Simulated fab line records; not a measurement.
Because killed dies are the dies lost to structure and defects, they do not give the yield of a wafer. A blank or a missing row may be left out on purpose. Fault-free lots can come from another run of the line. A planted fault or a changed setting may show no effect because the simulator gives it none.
A lot that was struck, set against a sound lot + flow berkeley cmos170 + 22 steps out of a route of 331
Sound: the wafers L358.4, L358.5, L358.6. The struck wafers were L361.1, L361.4, L361.5. Last of all comes the cause.
Order at every step that has rows: each side's tool, ch and its chambers, its first start. Under that, the readings that differ: sound wafers + struck wafers + difference of the means + sigmas: that difference in standard deviations of wafers without a fault.
alike: a reading whose means differ by less than 2 such deviations, as well as words and numbers matching on both sides. not compared: withheld readings; readings where some wafer has no value; bounds like >300 that might hide an equal value; numbers whose values overlap and for which the record gives no deviation.
The two part at a step that has a row with sigmas, a row that says differs or no value, or rows on one side only. Numbers that don't overlap but have no deviation are shown without sigmas and don't part them. A reading missing from all wafers of one side parts the sides only when that side holds two or more wafers.

first, 3 steps without rows for these wafers: UCB170_SILICIDE_WET_ETCH_05 (etches Ti in SPM, time 45 s); UCB170_CONTACT_CLEAN_00 (cleans in SPM, time 600 s); UCB170_CONTACT_CVD_01 (deposits PSG from SiH4/O2/PH3, target thk 700 nm, time 2820 s).
UCB170_CONTACT_THK_MEAS_02:
  struck on film metro-02, day 10 13:46; sound on film metro-02, day 9 13:58
  alike: CONTACT_PSG_THK
then, 3 steps without rows for these wafers: UCB170_CONTACT_HMDS_03 (prime time 60 s); UCB170_CONTACT_COAT_04 (resist thk 900 nm); UCB170_CONTACT_SOFTBAKE_05 (time 60 s).
UCB170_CONTACT_STRIP_06: strips in O2.
  sound on plasma asher-02 ch 0,1, day 9 14:28; struck on plasma asher-04 ch 0,1, day 10 14:16
  alike: chamber pressure mTorr, drypump motor current A, o2 flow sccm, oes product au, strip time to endpoint s
  not compared: rf hours counter h
then, 1 step without rows for these wafers: UCB170_CONTACT_CLEAN_07 (cleans in SPM, time 600 s).
UCB170_CONTACT_RTA_08: time 10 s.
  sound on rtp anneal-01 ch 0, day 9 16:11; struck on rtp anneal-02 ch 0, day 10 14:33
  alike: anneal temp c max, lamp power pct, wafer_temp_C_max
then, 2 steps without rows for these wafers: UCB170_CONTACT_COAT_09; UCB170_CONTACT_COAT_10 (resist thk 900 nm).
UCB170_CONTACT_SOFTBAKE_11: time 60 s.
  sound on litho track-03 ch 0, day 9 16:00; struck on litho track-04 ch 0, day 10 14:00
| reading                  | sound                | struck               | difference | sigmas |
|--------------------------|----------------------|----------------------|------------|--------|
| heater power total W (W) | 56.78 56.80 56.81    | 57.73 57.77 57.70    | +0.94      | +21    |
| plate temp C (C)         | 129.98 129.91 129.90 | 131.70 131.53 131.58 | +1.67      | +12    |
then, 3 steps without rows for these wafers: UCB170_CONTACT_EXPOSE_12 (exposes mask CONT, target cd 700 nm); UCB170_CONTACT_PEB_13; UCB170_CONTACT_DEVELOP_14 (develop time 45 s).
UCB170_CONTACT_CD_MEAS_15: the cd target is 700 nm.
  struck on cd sem-02, day 10 15:35; sound on cd sem-01, day 9 17:22
  alike: cd nm
UCB170_CONTACT_OVL_MEAS_16:
  struck on overlay-01, day 10 15:42; sound on overlay-01, day 9 17:27
  alike: CONTACT_OVL
UCB170_CONTACT_ETCH_17: etches BARC in N2/H2.
  sound on rie diel-03 ch 1,2,3, day 9 17:28; struck on rie diel-03 ch 2,3, day 10 15:44
| reading                  | sound           | struck            | difference | sigmas |
|--------------------------|-----------------|-------------------|------------|--------|
| model.CONTACT.cd nm (nm) | 702 701.2 702.4 | 703.3 704.9 704.2 | +2.3       |        |
  alike: chamber pressure mTorr, drypump motor current A, n2 flow sccm, oes product au, throttle valve pct
UCB170_CONTACT_ETCH_18: etches PSG in CHF3/CF4/Ar, stops on TiSi2, target depth 840 nm, time 195 s.
  sound on rie diel-03 ch 1,2,3; struck on rie diel-03 ch 2,3
  alike: CHF3_flow_sccm, chamber pressure mTorr, drypump motor current A, oes product au, throttle valve pct
  not compared: rf hours counter h, model.CONTACT.cd nm
UCB170_CONTACT_STRIP_19: strips in O2.
  sound on plasma asher-03 ch 0,1, day 9 17:40; struck on plasma asher-04 ch 0,1, day 10 15:55
| reading             | sound             | struck            | difference | sigmas |
|---------------------|-------------------|-------------------|------------|--------|
| o2 flow sccm (sccm) | 398.5 398.9 400.1 | 400.4 401.9 403.5 | +2.8       | +2     |
  alike: chamber pressure mTorr, drypump motor current A, oes product au
  not compared: rf hours counter h
then, 1 step without rows for these wafers: UCB170_M3_PROBE_99.

WHERE THEY PART
Earliest at UCB170_CONTACT_SOFTBAKE_11; latest, in this record, at UCB170_CONTACT_STRIP_19.

WHY: what the simulator had put in
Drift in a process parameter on litho track-04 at UCB170_CONTACT_SOFTBAKE_11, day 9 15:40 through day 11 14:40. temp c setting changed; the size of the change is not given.
